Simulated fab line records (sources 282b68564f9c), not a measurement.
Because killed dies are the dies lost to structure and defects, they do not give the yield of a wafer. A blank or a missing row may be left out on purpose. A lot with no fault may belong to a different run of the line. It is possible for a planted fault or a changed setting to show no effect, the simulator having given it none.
The tool behind it: which one? / flow rit_cmos / Sampling: 7 lots, 21 wafers, 2 of 202 route steps

WHAT THE GAUGES READ, wafer by wafer
RIT_FOX1_THK_MEAS_01.
lot=L468; measured=day 2 08:02; on=film_metro-03; FOX1_OXIDE_THK (nm)=356 356 356
lot=L471; measured=day 3 00:23; on=film_metro-01; FOX1_OXIDE_THK (nm)=348 350 352
lot=L474; measured=day 3 15:38; on=film_metro-03; FOX1_OXIDE_THK (nm)=391 391 386
lot=L476; measured=day 3 23:57; on=film_metro-03; FOX1_OXIDE_THK (nm)=349 347 351
lot=L483; measured=day 5 11:12; on=film_metro-01; FOX1_OXIDE_THK (nm)=350 352 350
lot=L486; measured=day 6 01:59; on=film_metro-03; FOX1_OXIDE_THK (nm)=357 354 356
lot=L488; measured=day 6 12:08; on=film_metro-04; FOX1_OXIDE_THK (nm)=354 357 355

EACH LOT AND THE TOOL THAT RAN IT (in order: tool; ch and the chambers of the sampled wafers; start)
lot=L468; RIT_FOX1_OXIDATION_00=furnace-02 ch 0, day 2 06:44
lot=L471; RIT_FOX1_OXIDATION_00=furnace-02 ch 0, day 2 23:03
lot=L474; RIT_FOX1_OXIDATION_00=furnace-02 ch 0, day 3 14:18
lot=L476; RIT_FOX1_OXIDATION_00=furnace-04 ch 0, day 3 22:38
lot=L483; RIT_FOX1_OXIDATION_00=furnace-04 ch 0, day 5 09:53
lot=L486; RIT_FOX1_OXIDATION_00=furnace-04 ch 0, day 6 00:40
lot=L488; RIT_FOX1_OXIDATION_00=furnace-04 ch 0, day 6 10:48
- RIT_FOX1_OXIDATION_00: target thk 350.7 nm, ox time 1130 s.

THE ANSWER, worked out from the rows above alone
Rule: the lots themselves supply what counts as usual. The widest of any qualifying gaps counts: lots, ordered by their means at a reading, are off when they make up no more than a third of the lots, leave a main group of 4 or more, and stand apart from it by 3 or more times the standard deviation of that group's means. Not used: any main group whose means are identical at the precision the tables above print for the reading. A lot without any number at a reading at which 4 lots or more have one is off too. All remaining lots with rows at the step are treated as sound.
Off: at RIT_FOX1_THK_MEAS_01 (FOX1_OXIDE_THK), L474. Mean 353 nm and standard deviation 2.9 in the main group.
A tool fits if, at a process step before that reading, it ran every lot that is off, and no sound lot after the first of them. Gauges at RIT_FOX1_THK_MEAS_01: tried the same way as those tools. One fits: RIT_FOX1_OXIDATION_00 on furnace-02. Its last sound lot is L471 (day 2 23:03), its first lot that is off L474 (day 3 14:18): a fault that began between those two fits.

WHAT THE SIMULATOR HAD PUT IN
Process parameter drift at RIT_FOX1_OXIDATION_00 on furnace-02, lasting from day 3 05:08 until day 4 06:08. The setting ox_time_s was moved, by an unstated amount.
Lots struck among those shown: L474. This agrees with what the rule above found.
